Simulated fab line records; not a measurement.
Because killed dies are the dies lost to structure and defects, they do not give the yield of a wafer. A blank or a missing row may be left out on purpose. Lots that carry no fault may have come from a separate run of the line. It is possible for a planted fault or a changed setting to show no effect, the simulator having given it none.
fab line records    flow berkeleyCmos170
[record] lots = 6  wafers = 18  lastDay = 13
route steps=331 shown V1@260 M2@271 V2@292
lots untouched by any fault: they come from a run of this same line in which no faults occurred
startH: the number of hours between the record's first day and the start of the first shown wafer of the lot    waitH: time in hours since the lot's previous step    " as in the row above    L1.1+2: several wafers, shown together as one row    - no value, or no start given    * or withheld: withheld    < > ~ a bound
route shown NAME@n: NAME is a module with steps in the file, n the number in the route of the first one    usual: mean/standard deviation taken from wafers without a fault    same: alike in all rows    chamber/n: place in a boat    sites: readings site by site    _std_site: how widely they spread, as a standard deviation    _edge_site: mean of outer sites minus mean of inner sites    radiusMm: how far each site lies from the wafer's centre    mask NAME#n: copy n    behind: the last tool/chamber to shape the wafer    hold: the reason the lot was held/the length of the hold in hours/how it ended    device: names the non-switching transistor (n, p or np)    end of line: the same wafers' tests at the end of the route    a step given without rows: its recipe and nothing more    killed: count of dies lost to structure and defects at first sort (not the wafer's yield)    map: a wafer's dies, marking killed ones x, the rest . and places with no die _
set.NAME: the setting as run; set.NAME@STEP: as run at that earlier step    model.NAME: the simulator's own value behind a step, which no gauge read
lots at some steps of the route; a table a step, a row a wafer
services: a tool's chamber out of use, with start hour (startH, from the record's first day; less than 0 if before it), hours out, and reason
[[steps]]
[step UCB170_V1_HMDS_06]
[recipe] primeTimeS = 60  primeTempC = 100
[step UCB170_V1_COAT_07]
[recipe] resist = KrF  spinRpm = 1500  resistThkNm = 900
[step UCB170_V1_SOFTBAKE_08]
[recipe] resist = KrF  tempC = 130  timeS = 60
[step UCB170_V1_EXPOSE_09]
[recipe] maskId = VIA1  targetCdNm = 700  na = 0.5  sigmaOuter = 0.6  sourceShape = conventional  doseMj = 37
[step UCB170_V1_PEB_10]
[recipe] pebTempC = 130  pebTimeS = withheld  resist = KrF
[step UCB170_V1_DEVELOP_11]
[recipe] developer = TMAH  developTimeS = 45  resist = KrF  devTempC = 21
[step UCB170_V1_CD_MEAS_12]
[recipe] targetCdNm = 700
[usual] cdNm = 699.5/1.3
lot.wafer  tool      chamber  startH  waitH  cdNm
L239.2     cdSem-01  -        217.86  -      701.4
L239.5     "         -        "       "      700.5
L239.6     "         -        "       "      699.6
L242.1     cdSem-02  -        226.72  -      699.4
L242.4     "         -        "       "      699.1
L242.6     "         -        "       "      700.1
L248.1     cdSem-01  -        267.96  -      698.3
L248.2     "         -        "       "      697.4
L248.5     "         -        "       "      699.7
L252.3     cdSem-02  -        273.17  -      698.6
L252.4     "         -        "       "      698.4
L252.6     "         -        "       "      698.7
L253.2     cdSem-02  -        280.79  -      699.8
L253.3     "         -        "       "      698.4
L253.6     "         -        "       "      700.9
L255.1     cdSem-01  -        312.64  -      701.4
L255.2     "         -        "       "      701.3
L255.6     "         -        "       "      702.5
[step UCB170_V1_OVL_MEAS_13]
[usual] V1_OVL = 1/5.7
lot.wafer  tool        chamber  startH  waitH  V1_OVL[nm]
L239.2     overlay-02  -        217.97  0.1    -6
L239.5     "           -        "       "      -2
L239.6     "           -        "       "      -4
L242.1     overlay-01  -        226.84  0.1    -5
L242.4     "           -        "       "      -1
L242.6     "           -        "       "      -7
L248.1     overlay-01  -        268.08  0.1    15
L248.2     "           -        "       "      3
L248.5     "           -        "       "      12
L252.3     overlay-01  -        273.26  0.1    -1
L252.4     "           -        "       "      -8
L252.6     "           -        "       "      -6
L253.2     overlay-01  -        280.89  0.1    -5
L253.3     "           -        "       "      -6
L253.6     "           -        "       "      -9
L255.1     overlay-01  -        312.76  0.1    16
L255.2     "           -        "       "      8
L255.6     "           -        "       "      5
[step UCB170_V1_ETCH_14]
[recipe] chemistry = CHF3/CF4/Ar  target = SiO2  stopOn = Al  CHF3_flow_sccm = 45  cf4FlowSccm = 15  Ar_flow_sccm = 150  pressureMtorr = 200  rfW = 700  targetDepthA = 12500  overEtchFrac = 0.2716  timeS = 291
[usual] CHF3_flow_sccm = 45.04/0.12  drypumpMotorCurrentA = 5.9/0.39  oesProductAu = 0.861/0.012  throttleValvePct = 6.92/0.12
lot.wafer  tool        chamber  startH  waitH  CHF3_flow_sccm  drypumpMotorCurrentA  oesProductAu  rfHoursCounterH  throttleValvePct
L239.2     rieDiel-03  0        218.00  0.0    44.97           5.3                   0.886         2                6.67
L239.5     "           3        "       "      45.17           5.2                   0.856         -                7.00
L239.6     "           2        "       "      45.02           4.8                   0.871         -                6.76
L242.1     rieDiel-04  1        226.88  0.0    45.02           6.2                   0.860         28               6.95
L242.4     "           0        "       "      45.18           5.8                   0.869         1                6.86
L242.6     "           0        "       "      45.14           5.8                   0.856         -                6.88
L248.1     rieDiel-04  1        268.11  0.0    45.06           6.2                   0.861         30               6.95
L248.2     "           3        "       "      45.15           5.7                   0.860         9                6.94
L248.5     "           2        "       "      45.06           5.7                   0.872         -                6.80
L252.3     rieDiel-02  1        273.29  0.0    44.93           6.2                   0.865         9                6.81
L252.4     "           0        "       "      45.11           6.4                   0.842         41               6.90
L252.6     "           0        "       "      45.06           6.4                   0.841         -                6.91
L253.2     rieDiel-02  0        280.92  0.0    45.13           6.4                   0.841         42               6.90
L253.3     "           2        "       "      45.00           6.1                   0.867         48               6.97
L253.6     "           3        "       "      44.86           6.1                   0.846         -                7.10
L255.1     rieDiel-02  0        312.80  0.0    45.07           6.4                   0.840         43               6.92
L255.2     "           1        "       "      45.25           6.2                   0.857         11               6.78
L255.6     "           2        "       "      45.18           6.1                   0.870         -                6.96
[step UCB170_V1_STRIP_15]
[recipe] chemistry = O2  powerW = 400  pressureMtorr = 3500  platenTempC = withheld  o2FlowSccm = 400  overashFraction = 0.5
[usual] drypumpMotorCurrentA = 5.4/0.57  oesProductAu = 0.721/0.0046  stripTimeToEndpointS = 15.31/0.13
lot.wafer  tool            chamber  startH  waitH  drypumpMotorCurrentA  oesProductAu  rfHoursCounterH  stripTimeToEndpointS
L239.2     plasmaAsher-04  1        218.18  0.1    5.3                   0.719         11               15.37
L239.5     "               0        "       "      5.9                   0.729         -                15.12
L239.6     "               1        "       "      5.3                   0.724         -                15.34
L242.1     plasmaAsher-01  0        227.06  0.1    5.2                   0.726         47               15.45
L242.4     "               1        "       "      4.8                   0.718         -                15.48
L242.6     "               0        "       "      5.2                   0.725         -                15.53
L248.1     plasmaAsher-02  0        268.29  0.1    4.7                   0.719         54               15.30
L248.2     "               1        "       "      6.3                   0.731         54               15.17
L248.5     "               1        "       "      6.3                   0.728         -                15.28
L252.3     plasmaAsher-04  1        273.50  0.1    5.3                   0.722         -                15.44
L252.4     "               0        "       "      6.0                   0.716         -                15.30
L252.6     "               1        "       "      5.3                   0.719         -                15.31
L253.2     plasmaAsher-01  1        281.10  0.1    4.8                   0.721         52               15.33
L253.3     "               0        "       "      5.2                   0.715         -                15.13
L253.6     "               1        "       "      4.8                   0.726         -                15.28
L255.1     plasmaAsher-02  1        312.98  0.1    6.3                   0.721         60               15.23
L255.2     "               0        "       "      4.7                   0.727         60               15.23
L255.6     "               1        "       "      6.3                   0.720         -                14.97
[step UCB170_V1_CD_MEAS_90]
[recipe] targetCdNm = 700
[usual] cdNm = 699.4/1.4
lot.wafer  tool      chamber  startH  waitH  cdNm
L239.2     cdSem-01  -        218.30  0.1    700.5
L239.5     "         -        "       "      700.9
L239.6     "         -        "       "      699.7
L242.1     cdSem-02  -        227.16  0.1    699.0
L242.4     "         -        "       "      698.7
L242.6     "         -        "       "      699.2
L248.1     cdSem-02  -        268.39  0.1    697.4
L248.2     "         -        "       "      697.5
L248.5     "         -        "       "      699.7
L252.3     cdSem-01  -        273.60  0.1    696.8
L252.4     "         -        "       "      697.9
L252.6     "         -        "       "      699.4
L253.2     cdSem-01  -        281.22  0.1    700.2
L253.3     "         -        "       "      698.7
L253.6     "         -        "       "      700.9
L255.1     cdSem-02  -        313.08  0.1    701.9
L255.2     "         -        "       "      700.5
L255.6     "         -        "       "      701.9
[step UCB170_M2_PRE_CLEAN_00]
[recipe] gas = Ar  precleanEtchTimeS = 60
[step UCB170_M2_SPUTTER_01]
[recipe] material = Al  targetThkNm = 900  timeS = 120  powerW = 6000  chamberPressurePa = 0.5
[usual] chamberPressurePa = 0.5001/0.0011  throttleValvePct = 30.2/1
lot.wafer  tool           chamber  startH  waitH  chamberPressurePa  throttleValvePct  model.Al_of_M2_SPUTTER_01.thkNm
L239.2     pvdSputter-03  -        218.46  0.0    0.5000             29.9              853.5
L239.5     "              -        "       "      0.5005             30.2              861
L239.6     "              -        "       "      0.5021             30.0              853.6
L242.1     pvdSputter-03  -        227.34  0.0    0.5004             29.9              864.1
L242.4     "              -        "       "      0.4998             28.9              862.4
L242.6     "              -        "       "      0.5008             28.8              866
L248.1     pvdSputter-01  -        268.58  0.0    0.5008             30.7              888.8
L248.2     "              -        "       "      0.5009             32.7              896.3
L248.5     "              -        "       "      0.5002             29.9              902.4
L252.3     pvdSputter-02  -        273.75  0.0    0.4991             31.3              880.5
L252.4     "              -        "       "      0.4986             31.4              889.9
L252.6     "              -        "       "      0.4996             30.9              887.9
L253.2     pvdSputter-01  -        281.39  0.0    0.5007             30.2              909.5
L253.3     "              -        "       "      0.4985             30.9              907.1
L253.6     "              -        "       "      0.5006             29.9              911.8
L255.1     pvdSputter-03  -        313.26  0.0    0.5005             29.7              885.7
L255.2     "              -        "       "      0.5000             29.9              898.7
L255.6     "              -        "       "      0.4998             29.2              906
[step UCB170_M2_RS_MEAS_02]
[recipe] thkMeasGauge = four-point-probe  reads = Al_of_M2_SPUTTER_01
[usual] M2_AL_RS = 0.0322/0.00037
lot.wafer  tool          chamber  startH  waitH  M2_AL_RS[ohm/sq]
L239.2     filmMetro-03  -        218.57  0.1    0.0339
L239.5     "             -        "       "      0.0336
L239.6     "             -        "       "      0.0339
L242.1     filmMetro-03  -        227.43  0.0    0.0335
L242.4     "             -        "       "      0.0336
L242.6     "             -        "       "      0.0334
L248.1     filmMetro-01  -        268.66  0.0    0.0326
L248.2     "             -        "       "      0.0322
L248.5     "             -        "       "      0.0320
L252.3     filmMetro-02  -        273.87  0.1    0.0329
L252.4     "             -        "       "      0.0325
L252.6     "             -        "       "      0.0327
L253.2     filmMetro-03  -        281.49  0.1    0.0318
L253.3     "             -        "       "      0.0319
L253.6     "             -        "       "      0.0317
L255.1     filmMetro-01  -        313.35  0.0    0.0326
L255.2     "             -        "       "      0.0322
L255.6     "             -        "       "      0.0319
[step UCB170_M2_THK_MEAS_03]
[recipe] thkMeasGauge = xrf  reads = Al_of_M2_SPUTTER_01
[usual] M2_AL_THK = 903/10
lot.wafer  tool          chamber  startH  waitH  M2_AL_THK[nm]
L239.2     filmMetro-03  -        218.68  0.1    858
L239.5     "             -        "       "      868
L239.6     "             -        "       "      863
L242.1     filmMetro-03  -        227.55  0.1    872
L242.4     "             -        "       "      870
L242.6     "             -        "       "      879
L248.1     filmMetro-01  -        268.78  0.1    894
L248.2     "             -        "       "      894
L248.5     "             -        "       "      903
L252.3     filmMetro-02  -        273.97  0.1    892
L252.4     "             -        "       "      901
L252.6     "             -        "       "      895
L253.2     filmMetro-03  -        281.60  0.1    912
L253.3     "             -        "       "      909
L253.6     "             -        "       "      917
L255.1     filmMetro-01  -        313.47  0.1    880
L255.2     "             -        "       "      898
L255.6     "             -        "       "      906
[step UCB170_M2_HMDS_04]
[recipe] primeTimeS = 60  primeTempC = 100
[step UCB170_M2_COAT_05]
[recipe] resist = KrF  spinRpm = 1500  resistThkNm = 900
[step UCB170_M2_SOFTBAKE_06]
[recipe] resist = KrF  tempC = 130  timeS = 60
[step UCB170_M2_STRIP_07]
[recipe] chemistry = O2  powerW = 400  pressureMtorr = 3500  platenTempC = withheld  o2FlowSccm = 400  overashFraction = 0.5
[usual] drypumpMotorCurrentA = 5.7/0.64  oesProductAu = 0.734/0.0048  stripTimeToEndpointS = 21.96/0.07
lot.wafer  tool            chamber  startH  waitH  drypumpMotorCurrentA  oesProductAu  rfHoursCounterH  stripTimeToEndpointS
L239.2     plasmaAsher-02  0        219.18  0.1    4.7                   0.743         49               22.06
L239.5     "               0        "       "      4.7                   0.737         -                22.00
L239.6     "               1        "       "      6.3                   0.743         -                22.03
L242.1     plasmaAsher-03  1        228.12  0.1    6.4                   0.733         45               22.01
L242.4     "               0        "       "      5.7                   0.733         -                21.99
L242.6     "               0        "       "      5.7                   0.739         -                22.01
L248.1     plasmaAsher-03  0        269.30  0.1    5.7                   0.730         49               22.02
L248.2     "               1        "       "      6.4                   0.742         49               21.95
L248.5     "               0        "       "      5.7                   0.737         -                21.99
L252.3     plasmaAsher-02  1        274.50  0.1    6.2                   0.736         -                22.04
L252.4     "               0        "       "      4.7                   0.738         -                22.08
L252.6     "               1        "       "      6.3                   0.739         -                21.99
L253.2     plasmaAsher-04  0        282.36  0.1    6.0                   0.735         18               21.98
L253.3     "               0        "       "      6.0                   0.729         -                22.00
L253.6     "               0        "       "      6.0                   0.738         -                21.99
L255.1     plasmaAsher-02  1        313.98  0.1    6.3                   0.736         60               21.97
L255.2     "               0        "       "      4.7                   0.732         60               21.95
L255.6     "               1        "       "      6.3                   0.731         -                22.03
[step UCB170_M2_STRIP_08]
[recipe] chemistry = DMSO  tempC = 80  timeS = 600  material = KrF
[step UCB170_M2_COAT_09]
[recipe] resist = BARC  tempC = withheld  timeS = withheld  spinRpm = 3000  resistThkNm = withheld
[step UCB170_M2_COAT_10]
[recipe] resist = KrF  spinRpm = 1500  resistThkNm = 900
[step UCB170_M2_SOFTBAKE_11]
[recipe] resist = KrF  tempC = 130  timeS = 58.01
[step UCB170_M2_EXPOSE_12]
[recipe] maskId = METAL2  targetCdNm = 700  na = 0.5  sigmaOuter = 0.6  sourceShape = conventional  doseMj = 26
[step UCB170_M2_PEB_13]
[recipe] pebTempC = 130  pebTimeS = withheld  resist = KrF
[step UCB170_M2_DEVELOP_14]
[recipe] developer = TMAH  developTimeS = 45  resist = KrF  devTempC = 21
[step UCB170_M2_CD_MEAS_15]
[recipe] targetCdNm = 700
[usual] cdNm = 700.6/1.4
lot.wafer  tool      chamber  startH  waitH  cdNm
L239.2     cdSem-02  -        220.90  -      697.6
L239.5     "         -        "       "      699.0
L239.6     "         -        "       "      698.6
L242.1     cdSem-02  -        229.37  -      700.4
L242.4     "         -        "       "      700.0
L242.6     "         -        "       "      700.9
L248.1     cdSem-01  -        270.71  -      701.6
L248.2     "         -        "       "      702.0
L248.5     "         -        "       "      702.0
L252.3     cdSem-02  -        275.75  -      698.2
L252.4     "         -        "       "      699.6
L252.6     "         -        "       "      700.4
L253.2     cdSem-01  -        283.83  -      700.2
L253.3     "         -        "       "      700.6
L253.6     "         -        "       "      699.7
L255.1     cdSem-01  -        315.09  -      700.9
L255.2     "         -        "       "      701.2
L255.6     "         -        "       "      701.6
[step UCB170_M2_OVL_MEAS_16]
[usual] M2_OVL = 2/6.2
lot.wafer  tool        chamber  startH  waitH  M2_OVL[nm]
L239.2     overlay-02  -        221.01  0.1    -3
L239.5     "           -        "       "      -5
L239.6     "           -        "       "      2
L242.1     overlay-01  -        229.49  0.1    6
L242.4     "           -        "       "      7
L242.6     "           -        "       "      9
L248.1     overlay-01  -        270.83  0.1    -3
L248.2     "           -        "       "      4
L248.5     "           -        "       "      1
L252.3     overlay-01  -        275.84  0.1    -4
L252.4     "           -        "       "      -7
L252.6     "           -        "       "      0
L253.2     overlay-02  -        283.94  0.1    -7
L253.3     "           -        "       "      -3
L253.6     "           -        "       "      1
L255.1     overlay-02  -        315.21  0.1    7
L255.2     "           -        "       "      3
L255.6     "           -        "       "      8
[step UCB170_M2_ETCH_17]
[recipe] chemistry = N2/H2  targetDepthA = withheld  overetchA = withheld  target = BARC  timeS = withheld  sourceW = 500  biasW = 100  pressureMtorr = 30  n2FlowSccm = 100  h2FlowSccm = 200
[usual] drypumpMotorCurrentA = 5.5/0.44  oesProductAu = 0.999/0.017  throttleValvePct = 13.25/0.2
lot.wafer  tool        chamber  startH  waitH  drypumpMotorCurrentA  oesProductAu  throttleValvePct
L239.2     rieDiel-03  2        221.04  0.0    4.8                   1.006         13.03
L239.5     "           1        "       "      5.9                   0.987         13.58
L239.6     "           2        "       "      4.8                   1.013         13.04
L242.1     rieDiel-04  0        229.53  0.0    5.8                   0.975         13.17
L242.4     "           2        "       "      5.7                   0.987         13.16
L242.6     "           2        "       "      5.7                   0.999         13.15
L248.1     rieDiel-03  0        270.87  0.0    5.3                   0.994         12.98
L248.2     "           2        "       "      4.9                   1.011         13.03
L248.5     "           2        "       "      4.9                   1.013         13.04
L252.3     rieDiel-04  0        275.86  0.0    5.8                   0.984         13.17
L252.4     "           3        "       "      5.7                   0.981         13.25
L252.6     "           0        "       "      5.8                   0.984         13.16
L253.2     rieDiel-04  1        283.97  0.0    6.2                   0.987         13.34
L253.3     "           0        "       "      5.8                   0.986         13.17
L253.6     "           3        "       "      5.7                   0.985         13.23
L255.1     rieDiel-01  2        315.25  0.0    4.7                   0.981         13.08
L255.2     "           3        "       "      5.7                   1.026         13.65
L255.6     "           2        "       "      4.7                   0.993         13.07
[step UCB170_M2_METAL_ETCH_18]
[recipe] chemistry = Cl2/BCl3  target = Al  stopOn = SiO2  pressureMtorr = 12  targetDepthA = 11700  overEtchFrac = 0.3  timeS = 195  icpW = 600  biasW = 120  Cl2_flow_sccm = 90  bcl3FlowSccm = 45
[usual] drypumpMotorCurrentA = 5.7/0.33  oesProductAu = 0.860/0.011  throttleValvePct = 24.53/0.22
lot.wafer  tool         chamber  startH  waitH  drypumpMotorCurrentA  oesProductAu  rfHoursCounterH  throttleValvePct  model.M2.featureDepthNm  model.etch.depthNm
L239.2     rieMetal-04  0        221.08  -      6.0                   0.847         12               24.27             909.8                    853.5
L239.5     "            0        "       "      6.0                   0.845         -                24.25             917.5                    861
L239.6     "            1        "       "      5.4                   0.835         -                24.66             910.2                    853.6
L242.1     rieMetal-03  1        229.57  -      6.2                   0.836         2                24.88             919.3                    864.1
L242.4     "            0        "       "      5.5                   0.857         -                24.61             918                      862.4
L242.6     "            1        "       "      6.2                   0.840         -                24.86             921.2                    866
L248.1     rieMetal-04  1        270.91  -      5.4                   0.859         5                24.66             945.5                    888.8
L248.2     "            1        "       "      5.4                   0.862         -                24.66             953.7                    896.3
L248.5     "            1        "       "      5.4                   0.865         -                24.65             959.2                    902.4
L252.3     rieMetal-01  0        275.97  -      6.0                   0.841         -                24.35             934.6                    880.5
L252.4     "            1        "       "      5.5                   0.850         -                24.21             945.3                    889.9
L252.6     "            0        "       "      6.0                   0.844         -                24.35             942.4                    887.9
L253.2     rieMetal-04  1        284.01  -      5.4                   0.867         7                24.65             965.8                    909.5
L253.3     "            0        "       "      6.0                   0.861         -                24.24             960.8                    907.1
L253.6     "            1        "       "      5.3                   0.877         -                24.65             968.3                    911.8
L255.1     rieMetal-03  0        315.29  -      5.5                   0.874         11               24.60             940.6                    885.7
L255.2     "            1        "       "      6.2                   0.850         4                24.85             953.7                    898.7
L255.6     "            0        "       "      5.5                   0.874         -                24.60             961.6                    906
[step UCB170_M2_STRIP_19]
[recipe] chemistry = O2  powerW = 400  pressureMtorr = 3500  platenTempC = withheld  o2FlowSccm = 400  overashFraction = 0.5
[usual] drypumpMotorCurrentA = 5.7/0.61  oesProductAu = 0.554/0.01
lot.wafer  tool            chamber  startH  waitH  drypumpMotorCurrentA  oesProductAu  rfHoursCounterH
L239.2     plasmaAsher-04  1        221.27  0.1    5.3                   0.535         11
L239.5     "               0        "       "      6.0                   0.528         -
L239.6     "               1        "       "      5.3                   0.544         -
L242.1     plasmaAsher-02  1        229.76  0.1    6.3                   0.566         50
L242.4     "               0        "       "      4.7                   0.556         -
L242.6     "               0        "       "      4.7                   0.571         -
L248.1     plasmaAsher-03  1        271.29  0.3    6.4                   0.552         49
L248.2     "               0        "       "      5.7                   0.531         49
L248.5     "               1        "       "      6.4                   0.552         -
L252.3     plasmaAsher-02  0        276.12  0.1    4.7                   0.570         -
L252.4     "               1        "       "      6.3                   0.541         -
L252.6     "               1        "       "      6.2                   0.555         -
L253.2     plasmaAsher-02  1        284.20  0.1    6.3                   0.550         57
L253.3     "               1        "       "      6.3                   0.574         -
L253.6     "               0        "       "      4.7                   0.546         -
L255.1     plasmaAsher-03  0        315.48  0.1    5.7                   0.553         52
L255.2     "               1        "       "      6.4                   0.560         52
L255.6     "               0        "       "      5.7                   0.554         -
[step UCB170_M2_CD_MEAS_90]
[recipe] targetCdNm = 700
[usual] cdNm = 702.0/2.8
lot.wafer  tool      chamber  startH  waitH  cdNm
L239.2     cdSem-01  -        221.39  0.1    700.8
L239.5     "         -        "       "      705.5
L239.6     "         -        "       "      699.9
L242.1     cdSem-02  -        229.86  0.1    702.0
L242.4     "         -        "       "      702.8
L242.6     "         -        "       "      703.2
L248.1     cdSem-01  -        271.39  0.1    703.0
L248.2     "         -        "       "      700.0
L248.5     "         -        "       "      702.7
L252.3     cdSem-01  -        276.23  0.1    698.7
L252.4     "         -        "       "      698.3
L252.6     "         -        "       "      701.7
L253.2     cdSem-02  -        284.32  0.1    698.9
L253.3     "         -        "       "      699.8
L253.6     "         -        "       "      698.9
L255.1     cdSem-01  -        315.58  0.1    702.3
L255.2     "         -        "       "      702.3
L255.6     "         -        "       "      704.0
[step UCB170_V2_CVD_00]
[recipe] material = SiO2  targetThkNm = 2000  tempC = 390  precursor = TEOS/O2  timeS = 250  rfW = 550  pressureMtorr = 9000
[step UCB170_V2_THK_MEAS_01]
[recipe] reads = SiO2_of_V2_CVD_00
[usual] V2_TEOS_THK = 1990/26
lot.wafer  tool          chamber  startH  waitH  V2_TEOS_THK[nm]
L239.2     filmMetro-04  -        221.65  0.1    1961
L239.5     "             -        "       "      1982
L239.6     "             -        "       "      2004
L242.1     filmMetro-04  -        230.14  0.1    1977
L242.4     "             -        "       "      2004
L242.6     "             -        "       "      1981
L248.1     filmMetro-03  -        271.66  0.1    1959
L248.2     "             -        "       "      1935
L248.5     "             -        "       "      1978
L252.3     filmMetro-01  -        276.49  0.1    1965
L252.4     "             -        "       "      1986
L252.6     "             -        "       "      2025
L253.2     filmMetro-01  -        284.59  0.1    1970
L253.3     "             -        "       "      1997
L253.6     "             -        "       "      2052
L255.1     filmMetro-04  -        315.85  0.1    2002
L255.2     "             -        "       "      1969
L255.6     "             -        "       "      2012
[step UCB170_V2_CMP_02]
[recipe] material = SiO2  downForcePsi = 6  platenRpm = 60  padVelocityMS = 0.75398
[step UCB170_V2_BOW_MEAS_03]
[recipe] mode = bow
[usual] V2_BOW = 37/7.4
lot.wafer  tool          chamber  startH  waitH  V2_BOW[um]
L239.2     filmMetro-03  -        222.02  0.3    39
L239.5     "             -        "       "      34
L239.6     "             -        "       "      34
L242.1     filmMetro-03  -        230.50  0.2    50
L242.4     "             -        "       "      27
L242.6     "             -        "       "      43
L248.1     filmMetro-01  -        272.02  0.1    32
L248.2     "             -        "       "      32
L248.5     "             -        "       "      39
L252.3     filmMetro-01  -        276.87  0.1    37
L252.4     "             -        "       "      26
L252.6     "             -        "       "      35
L253.2     filmMetro-04  -        284.96  0.3    54
L253.3     "             -        "       "      43
L253.6     "             -        "       "      36
L255.1     filmMetro-03  -        316.21  0.1    39
L255.2     "             -        "       "      44
L255.6     "             -        "       "      29
[step UCB170_V2_THK_MEAS_04]
[recipe] reads = SiO2_of_V2_CVD_00
[usual] V2_POLISHED_THK = 999.9/1.3
lot.wafer  tool          chamber  startH  waitH  V2_POLISHED_THK[nm]
L239.2     filmMetro-03  -        222.13  0.1    998.2
L239.5     "             -        "       "      998.7
L239.6     "             -        "       "      997.5
L242.1     filmMetro-03  -        230.62  0.1    1001.1
L242.4     "             -        "       "      998.3
L242.6     "             -        "       "      1000.5
L248.1     filmMetro-01  -        272.14  0.1    999.0
L248.2     "             -        "       "      998.5
L248.5     "             -        "       "      1000.5
L252.3     filmMetro-01  -        276.97  0.1    997.6
L252.4     "             -        "       "      1001.3
L252.6     "             -        "       "      999.0
L253.2     filmMetro-04  -        285.07  0.1    999.5
L253.3     "             -        "       "      1000.2
L253.6     "             -        "       "      1000.2
L255.1     filmMetro-03  -        316.33  0.1    999.6
L255.2     "             -        "       "      999.9
L255.6     "             -        "       "      1001.5
[step UCB170_V2_CLEAN_05]
[recipe] chemistry = DIW
[step UCB170_V2_HMDS_06]
[recipe] primeTimeS = 60  primeTempC = 100
[step UCB170_V2_COAT_07]
[recipe] resist = KrF  spinRpm = 1500  resistThkNm = 900
[step UCB170_V2_SOFTBAKE_08]
[recipe] resist = KrF  tempC = 130  timeS = 60
[step UCB170_V2_EXPOSE_09]
[recipe] maskId = VIA2  targetCdNm = 700  na = 0.5  sigmaOuter = 0.6  sourceShape = conventional  doseMj = 37
[step UCB170_V2_ETCH_14]
[recipe] chemistry = CHF3/CF4/Ar  target = SiO2  stopOn = Al  CHF3_flow_sccm = 45  cf4FlowSccm = 15  Ar_flow_sccm = 150  pressureMtorr = 200  rfW = 700  targetDepthA = 12500  overEtchFrac = 0.25  timeS = 291
[usual] CHF3_flow_sccm = 45.01/0.13  drypumpMotorCurrentA = 5.6/0.5  oesProductAu = 0.876/0.014  throttleValvePct = 6.94/0.18
lot.wafer  tool        chamber  startH  waitH  CHF3_flow_sccm  drypumpMotorCurrentA  oesProductAu  rfHoursCounterH  throttleValvePct  model.Al_of_M2_SPUTTER_01.thkNm
L239.2     rieDiel-01  2        225.09  0.0    45.13           4.7                   0.864         81               6.85              853.5
L239.5     "           2        "       "      45.29           4.7                   0.864         -                6.85              861
L239.6     "           1        "       "      45.05           5.8                   0.904         -                6.93              853.6
L242.1     rieDiel-02  1        232.39  0.0    45.08           6.2                   0.862         7                6.79              864.1
L242.4     "           0        "       "      45.13           6.4                   0.847         40               6.90              862.4
L242.6     "           1        "       "      44.84           6.2                   0.862         -                6.79              866
L248.1     rieDiel-03  0        273.51  0.0    45.17           5.3                   0.900         4                6.70              888.8
L248.2     "           3        "       "      44.96           5.2                   0.859         130              7.02              895.8
L248.5     "           0        "       "      45.05           5.3                   0.888         -                6.69              902.4
L252.3     rieDiel-01  2        279.00  0.0    45.02           4.7                   0.863         83               6.86              880.5
L252.4     "           0        "       "      44.79           5.5                   0.870         3                6.78              889.7
L252.6     "           1        "       "      45.12           5.8                   0.910         -                6.94              887.9
L253.2     rieDiel-03  1        286.41  0.0    44.95           5.9                   0.870         51               7.15              909.5
L253.3     "           0        "       "      44.82           5.3                   0.889         5                6.67              907.1
L253.6     "           3        "       "      44.77           5.2                   0.868         -                7.03              911.3
L255.1     rieDiel-01  2        318.03  0.0    44.91           4.7                   0.868         85               6.85              885.7
L255.2     "           0        "       "      45.30           5.6                   0.865         4                6.79              898.5
L255.6     "           0        "       "      45.16           5.5                   0.863         -                6.77              905.8
[[services]]
tool            chamber  startH  hours  kind
rieDiel-04      0        199.59  -      clean
rieDiel-04      0        199.59  15.2   scheduledDown
rieMetal-01     -        201.63  0.7    repair
plasmaAsher-03  -        205.17  0.7    repair
rieDiel-04      1        205.23  3.7    repair
rieDiel-01      1        215.62  7.8    repair
pvdSputter-01   -        224.67  4.6    repair
rieMetal-01     -        227.95  2.8    pm
rieMetal-01     1        230.96  17.9   repair
rieDiel-04      0        235.45  5.3    repair
rieDiel-02      -        237.10  2.8    pm
rieMetal-04     -        246.68  1.2    repair
pvdSputter-03   -        248.27  2.1    repair
plasmaAsher-03  -        250.54  4.3    repair
plasmaAsher-03  -        258.00  1.0    repair
pvdSputter-01   -        267.30  1.0    repair
plasmaAsher-03  -        280.29  16.9   pm
rieDiel-03      2        281.07  17.1   repair
rieMetal-03     1        283.93  4.8    repair
rieDiel-04      2        303.52  14.3   repair
plasmaAsher-03  -        307.85  1.2    repair
rieMetal-01     1        307.99  12.6   repair
plasmaAsher-03  -        308.18  2.3    repair
rieMetal-04     -        313.23  1.4    pm
[[key]]
[firstSign] step = UCB170_M2_RS_MEAS_02  reading = M2_AL_RS  direction = up  sigmas = 3.9  usual = 0.0322  struck = 0.0336
[effect] step = UCB170_M2_THK_MEAS_03  reading = M2_AL_THK  direction = down  sigmas = 3.4  usual = 903  struck = 868
[modelEffect] step = UCB170_M2_SPUTTER_01  value = Al_of_M2_SPUTTER_01.thkNm  without = 901.3  struck = 860.1
[modelEffect] step = UCB170_M2_METAL_ETCH_18  value = M2.featureDepthNm  without = 957.1  struck = 916
[modelEffect] step = UCB170_V2_ETCH_14  value = Al_of_M2_SPUTTER_01.thkNm  without = 898.8  struck = 857.6
metAt UCB170_M2_SPUTTER_01
struckWafers L239.2,L239.5,L239.6,L242.1,L242.4,L242.6
sortLeftOut L239.2,L239.5,L239.6
[fault] kind = processParameterDrift  tool = pvdSputter-03  chamber = -  onsetH = 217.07  steps = UCB170_M2_SPUTTER_01  channel = timeS  offset = *  shape = step  endH = 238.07  actsIn = *  stated = *
// sortLeftOut: the simulated sort isn't trusted on such a fault, so these wafers' sort isn't shown, and their yield isn't known
